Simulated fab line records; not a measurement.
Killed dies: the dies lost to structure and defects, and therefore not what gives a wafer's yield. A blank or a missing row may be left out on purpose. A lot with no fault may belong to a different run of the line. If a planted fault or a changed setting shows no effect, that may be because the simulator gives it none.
Which tool did it?	flow ritCmos	42 wafers from 14 lots sampled at 4 of the route's 202 steps

WHAT THE GAUGES SHOWED, per wafer
RIT_FOX2_THK_MEAS_01. Usual: FOX2_OXIDE_THK 345 nm, standard deviation 6.2.
lot	measured	on	FOX2_OXIDE_THK (nm)	flag
L951	day 2 11:41	filmMetro-02	337 340 337	
L952	day 2 15:07	filmMetro-02	346 340 346	
L953	day 2 23:01	filmMetro-03	356 352 351	
L955	day 3 07:13	filmMetro-03	354 354 352	
L956	day 3 16:09	filmMetro-02	345 350 344	
L958	day 3 20:50	filmMetro-01	354 353 347	
L960	day 4 11:37	filmMetro-01	326 327 331	
L961	day 4 19:05	filmMetro-02	338 331 338	
L962	day 5 01:35	filmMetro-01	358 346 353	
L965	day 5 16:40	filmMetro-02	336 334 341	
L966	day 6 03:43	filmMetro-01	347 349 346	
L967	day 6 05:17	filmMetro-01	346 347 339	
L970	day 6 15:56	filmMetro-03	347 347 344	
L971	day 6 15:54	filmMetro-02	345 345 348	

RIT_FOX2_THK_MEAS_90. Usual: FIELD_OXIDE_LEFT_1_THK 318 nm, standard deviation 6.2.
lot	measured	on	FIELD_OXIDE_LEFT_1_THK (nm)	flag
L951	day 2 12:34	filmMetro-03	309 313 310	
L952	day 2 15:59	filmMetro-02	319 313 319	
L953	day 2 23:53	filmMetro-03	329 325 324	
L955	day 3 08:05	filmMetro-01	326 326 323	
L956	day 3 17:02	filmMetro-03	317 322 317	
L958	day 3 21:43	filmMetro-03	327 326 320	
L960	day 4 12:29	filmMetro-02	299 300 304	
L961	day 4 19:58	filmMetro-01	310 303 311	
L962	day 5 02:28	filmMetro-02	330 319 326	
L965	day 5 17:32	filmMetro-03	309 307 314	
L966	day 6 04:35	filmMetro-03	320 322 319	
L967	day 6 06:10	filmMetro-03	319 320 313	
L970	day 6 16:49	filmMetro-01	320 319 317	
L971	day 6 16:47	filmMetro-03	318 318 320	

RIT_NWELL_TW_MEAS_10. Usual: NWELL_TW 2129, standard deviation 19.
lot	measured	on	NWELL_TW	flag
L951	day 2 14:07	filmMetro-04	2112 2121 2117	
L952	day 2 17:32	filmMetro-01	2123 2111 2106	
L953	day 3 01:26	filmMetro-03	2164 2166 2167	
L955	day 3 09:46	filmMetro-03	2161 2167 2161	
L956	day 3 18:35	filmMetro-04	2118 2114 2108	
L958	day 3 23:28	filmMetro-04	2120 2116 2121	
L960	day 4 14:02	filmMetro-04	2113 2125 2114	
L961	day 4 21:39	filmMetro-04	2128 2118 2124	
L962	day 5 04:09	filmMetro-01	2122 2121 2139	
L965	day 5 19:13	filmMetro-03	2163 2160 2156	
L966	day 6 06:16	filmMetro-04	2106 2106 2107	
L967	day 6 08:17	filmMetro-01	2109 2120 2120	
L970	day 6 19:14	filmMetro-04	2116 2115 2115	
L971	day 6 19:01	filmMetro-03	2146 2154 2151	

WHAT TOOL EACH LOT RAN ON (gives the tool, then ch and the chambers of the sampled wafers, and finally the start)
lot	RIT_ACTIVE_ETCH_13
L951	rieDiel-01 ch 0,3, day 2 05:50
L952	rieDiel-01 ch 0,1,3, day 2 11:31
L953	rieDiel-03 ch 0,2, day 2 16:13
L955	rieDiel-01 ch 0,1,2, day 3 03:08
L956	rieDiel-02 ch 0,3, day 3 06:43
L958	rieDiel-03 ch 0,3, day 3 17:12
L960	rieDiel-03 ch 0,1, day 4 06:26
L961	rieDiel-02 ch 1,2,3, day 4 10:07
L962	rieDiel-03 ch 0,1,3, day 4 13:08
L965	rieDiel-02 ch 0,1,3, day 5 07:07
L966	rieDiel-01 ch 1,2,3, day 5 11:41
L967	rieDiel-02 ch 0,3, day 5 18:08
L970	rieDiel-01 ch 1,2,3, day 6 09:53
L971	rieDiel-02 ch 0,2,3, day 6 10:08
- RIT_ACTIVE_ETCH_13: etches Si3N4 in SF6, stops on SiO2, time 205.4 s, target depth 210 nm.

AS READ BY THE TOOLS THEMSELVES (means over the sampled wafers that have a number; for cases with no such wafer, the mark the record gives instead)
RIT_ACTIVE_ETCH_13. Usual: SF6_flow_sccm 200.0 sccm, standard deviation 0.61; drypumpMotorCurrentA 5.8 A, standard deviation 0.39; oesProductAu 0.827 a.u., standard deviation 0.012; throttleValvePct 7.47 %, standard deviation 0.11.
lot	tool	SF6_flow_sccm (sccm)	drypumpMotorCurrentA (A)	oesProductAu (a.u.)	throttleValvePct (%)	flag
L951	rieDiel-01	200.1	5.2	0.834	7.56	
L952	rieDiel-01	200.5	5.6	0.825	7.49	
L953	rieDiel-03	200.0	6.3	0.834	7.51	
L955	rieDiel-01	200.2	5.5	0.837	7.48	
L956	rieDiel-02	200.0	5.5	0.818	7.44	
L958	rieDiel-03	200.1	6.1	0.832	7.44	
L960	rieDiel-03	199.3	6.0	0.845	7.46	
L961	rieDiel-02	199.7	5.9	0.825	7.38	
L962	rieDiel-03	200.6	5.9	0.843	7.44	
L965	rieDiel-02	199.4	5.9	0.822	7.42	
L966	rieDiel-01	200.1	5.8	0.818	7.51	
L967	rieDiel-02	200.5	5.7	0.831	7.54	
L970	rieDiel-01	200.4	5.8	0.825	7.51	
L971	rieDiel-02	200.1	5.7	0.837	7.48	

THE ANSWER, worked out from the rows above alone
Rule: a lot counts as off when the mean over its wafers that have a number is more than 3 standard deviations away from the usual mean. A lot without any number at a reading at which 4 lots or more have one is off too. Any other lot the step has rows for is counted as sound. The gauges are gone through in route order, then the tools' own readings, and for those a lot's mean is taken as printed above. The first step at which some lot is off is used, and at that step the reading that is off furthest; a lot without a number counts as furthest.
Across all readings shown, no lot is off: no conclusion can be drawn from this.

WHAT THE SIMULATOR HAD INSERTED
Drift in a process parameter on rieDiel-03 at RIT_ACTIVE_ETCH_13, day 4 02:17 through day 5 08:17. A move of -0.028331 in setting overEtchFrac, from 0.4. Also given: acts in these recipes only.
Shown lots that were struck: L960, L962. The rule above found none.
